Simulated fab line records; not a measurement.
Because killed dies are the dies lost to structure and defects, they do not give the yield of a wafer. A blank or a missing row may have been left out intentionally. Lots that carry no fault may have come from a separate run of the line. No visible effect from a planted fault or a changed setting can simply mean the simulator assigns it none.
fab line records | flow rit_cmos
record: lots: 14 | wafers: 42 | last_day: 7
route steps=202 shown REOX@101
lots that met no fault: from a run of the same line without faults
start_h: hours from the record's first day to the start of the lot's first wafer shown | wait_h: hours since the lot's step before | " unchanged from the row above | L1.1+2: several wafers, shown together as one row | - no value, or no start was given | * or withheld: withheld | < > ~ a bound
route shown NAME@n: NAME is a module with steps in the file, n the number in the route of the first one | usual: mean/standard deviation of fault-free wafers | same: alike in all rows | chamber/n: place in a boat | sites: per-site readings | _std_site: the values' standard deviation | _edge_site: mean of outer sites minus mean of inner sites | radius_mm: for every site, how far away it sits from the centre of the wafer | mask NAME#n: copy n | behind: the last tool/chamber to shape the wafer | hold: the reason the lot was held/the length of the hold in hours/how it ended | device: whichever transistor did not switch (one of n, p or np) | end of line: at the end of the route, the tests of the same wafers | a step without rows: its recipe alone | killed: dies that structure and defects cost at the first sort, which is not the same as the wafer's yield | map: dies across one wafer; x = killed, . = not, _ = none there
set.NAME: the setting that was run; set.NAME@STEP: the one run at that earlier step | model.NAME: the simulator's own value behind a step, which no gauge read
one table for each step of the route and one row for each wafer, over a sample of lots
services: from which hour (start_h, from the record's first day; less than 0 if before it) a tool's chamber was out of use, for how many hours, and why
== steps ==
step: RIT_REOX_OXIDATION_03
recipe: temp_c: 900 | ambient: O2 | target_thk_a: 252 | ox_time_s: 5580
usual: ox_temp_c_max: 903.6/1.4 | ox_time_s: 5580/0 | zone_power_source_pct: 28.0/2.9
lot.wafer | tool       | chamber | start_h | wait_h | ox_temp_c_max | ox_time_s | zone_power_source_pct
L716.1    | furnace-03 | 0       | 37.50   | 0.0    | 902.7         | 5580      | 31.6
L716.2    | "          | 0       | "       | "      | 902.0         | 5580      | 31.2
L716.5    | "          | 0       | "       | "      | 902.0         | 5580      | 31.8
L717.2    | furnace-02 | 0       | 43.79   | 0.0    | 905.1         | 5580      | 27.3
L717.5    | "          | 0       | "       | "      | 904.8         | 5580      | 26.8
L717.6    | "          | 0       | "       | "      | 906.3         | 5580      | 27.0
L718.1    | furnace-03 | 0       | 52.17   | 0.0    | 901.1         | 5580      | 31.2
L718.4    | "          | 0       | "       | "      | 901.8         | 5580      | 31.2
L718.5    | "          | 0       | "       | "      | 902.9         | 5580      | 31.6
L719.1    | furnace-01 | 0       | 54.28   | 0.0    | 904.7         | 5580      | 24.8
L719.5    | "          | 0       | "       | "      | 903.4         | 5580      | 24.9
L719.6    | "          | 0       | "       | "      | 904.1         | 5580      | 24.8
L720.2    | furnace-01 | 0       | 58.47   | 0.0    | 904.3         | 5580      | 24.7
L720.5    | "          | 0       | "       | "      | 903.9         | 5580      | 24.8
L720.6    | "          | 0       | "       | "      | 904.9         | 5580      | 25.3
L721.1    | furnace-01 | 0       | 63.62   | 1.1    | 903.5         | 2511      | 25.0
L721.2    | "          | 0       | "       | "      | 903.4         | 2511      | 24.6
L721.4    | "          | 0       | "       | "      | 903.6         | 2511      | 24.6
L722.3    | furnace-01 | 0       | 68.60   | 0.0    | 903.6         | 2511      | 24.7
L722.4    | "          | 0       | "       | "      | 904.3         | 2511      | 25.1
L722.6    | "          | 0       | "       | "      | 907.6         | 2511      | 24.7
L723.1    | furnace-01 | 0       | 77.84   | 0.3    | 903.7         | 2511      | 24.9
L723.2    | "          | 0       | "       | "      | 904.2         | 2511      | 25.0
L723.5    | "          | 0       | "       | "      | 904.0         | 2511      | 25.2
L732.1    | furnace-02 | 0       | 123.37  | 0.9    | 903.1         | 5580      | 26.9
L732.2    | "          | 0       | "       | "      | 905.1         | 5580      | 26.8
L732.5    | "          | 0       | "       | "      | 904.9         | 5580      | 27.1
L733.2    | furnace-03 | 0       | 127.10  | 0.0    | 901.9         | 5580      | 31.2
L733.3    | "          | 0       | "       | "      | 902.5         | 5580      | 31.0
L733.5    | "          | 0       | "       | "      | 902.0         | 5580      | 31.5
L735.1    | furnace-03 | 0       | 134.73  | 0.1    | 902.4         | 5580      | 31.3
L735.3    | "          | 0       | "       | "      | 902.1         | 5580      | 30.7
L735.5    | "          | 0       | "       | "      | 901.8         | 5580      | 31.1
L737.4    | furnace-03 | 0       | 143.84  | 0.0    | 902.6         | 5580      | 31.6
L737.5    | "          | 0       | "       | "      | 902.8         | 5580      | 31.1
L737.6    | "          | 0       | "       | "      | 902.5         | 5580      | 32.0
L738.2    | furnace-02 | 0       | 147.90  | 0.0    | 905.1         | 5580      | 27.0
L738.3    | "          | 0       | "       | "      | 905.1         | 5580      | 26.7
L738.4    | "          | 0       | "       | "      | 905.3         | 5580      | 27.3
L739.1    | furnace-03 | 0       | 153.96  | 0.5    | 902.1         | 5580      | 30.6
L739.5    | "          | 0       | "       | "      | 902.8         | 5580      | 32.2
L739.6    | "          | 0       | "       | "      | 902.4         | 5580      | 31.6
step: RIT_REOX_THK_MEAS_04
recipe: reads: SiO2_of_REOX_OXIDATION_03
usual: REOX_OXIDE_THK: 25.3/0.46
lot.wafer | tool          | chamber | start_h | wait_h | REOX_OXIDE_THK[nm]
L716.1    | film_metro-01 | -       | 40.05   | 0.0    | 25.1
L716.2    | "             | -       | "       | "      | 25.0
L716.5    | "             | -       | "       | "      | 25.5
L717.2    | film_metro-02 | -       | 46.35   | 0.0    | 25.9
L717.5    | "             | -       | "       | "      | 26.4
L717.6    | "             | -       | "       | "      | 25.8
L718.1    | film_metro-02 | -       | 54.72   | 0.0    | 24.4
L718.4    | "             | -       | "       | "      | 24.2
L718.5    | "             | -       | "       | "      | 24.3
L719.1    | film_metro-02 | -       | 56.83   | 0.0    | 25.6
L719.5    | "             | -       | "       | "      | 25.5
L719.6    | "             | -       | "       | "      | 25.9
L720.2    | film_metro-03 | -       | 61.03   | 0.0    | 25.1
L720.5    | "             | -       | "       | "      | 25.5
L720.6    | "             | -       | "       | "      | 25.6
L721.1    | film_metro-01 | -       | 66.17   | 0.0    | 15.0
L721.2    | "             | -       | "       | "      | 14.5
L721.4    | "             | -       | "       | "      | 15.3
L722.3    | film_metro-03 | -       | 71.17   | 0.0    | 15.4
L722.4    | "             | -       | "       | "      | 15.6
L722.6    | "             | -       | "       | "      | 15.5
L723.1    | film_metro-01 | -       | 80.39   | 0.0    | 15.0
L723.2    | "             | -       | "       | "      | 14.9
L723.5    | "             | -       | "       | "      | 15.0
L732.1    | film_metro-01 | -       | 125.92  | 0.0    | 25.0
L732.2    | "             | -       | "       | "      | 25.4
L732.5    | "             | -       | "       | "      | 25.4
L733.2    | film_metro-03 | -       | 129.66  | 0.0    | 25.6
L733.3    | "             | -       | "       | "      | 25.4
L733.5    | "             | -       | "       | "      | 25.6
L735.1    | film_metro-02 | -       | 137.28  | 0.0    | 25.6
L735.3    | "             | -       | "       | "      | 25.2
L735.5    | "             | -       | "       | "      | 25.4
L737.4    | film_metro-02 | -       | 146.42  | 0.0    | 26.0
L737.5    | "             | -       | "       | "      | 26.1
L737.6    | "             | -       | "       | "      | 25.9
L738.2    | film_metro-03 | -       | 150.46  | 0.0    | 25.5
L738.3    | "             | -       | "       | "      | 25.3
L738.4    | "             | -       | "       | "      | 25.4
L739.1    | film_metro-03 | -       | 156.51  | 0.0    | 25.2
L739.5    | "             | -       | "       | "      | 25.4
L739.6    | "             | -       | "       | "      | 25.9
== services ==
tool       | chamber | start_h | hours | kind
furnace-01 | -       | 28.25   | 3.7   | pm
furnace-03 | -       | 62.05   | 5.0   | pm
furnace-03 | -       | 98.44   | 2.9   | pm
== key ==
first_sign: step: RIT_REOX_OXIDATION_03 | reading: ox_time_s | direction: down | sigmas: 99+ | usual: * | struck: *
effect: step: RIT_REOX_THK_MEAS_04 | reading: REOX_OXIDE_THK | direction: down | sigmas: 22 | usual: 25.3 | struck: 15.1
met_at RIT_REOX_OXIDATION_03
struck_lots L721,L722,L723
tester_left_out L721,L722,L723
fault: kind: process_parameter_drift | tool: furnace-01 | chamber: - | onset_h: 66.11 | steps: RIT_REOX_OXIDATION_03 | channel: ox_time_s | offset: * | shape: step | end_h: 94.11 | acts_in: * | stated: *
tester_left_out: of these lots the tester's yield and bins aren't shown, on N5 and GAA mostly nor the transistor test; their killed dies are dies lost to structure and defects alone, not to doping, threshold or leakage, so they don't give the yield
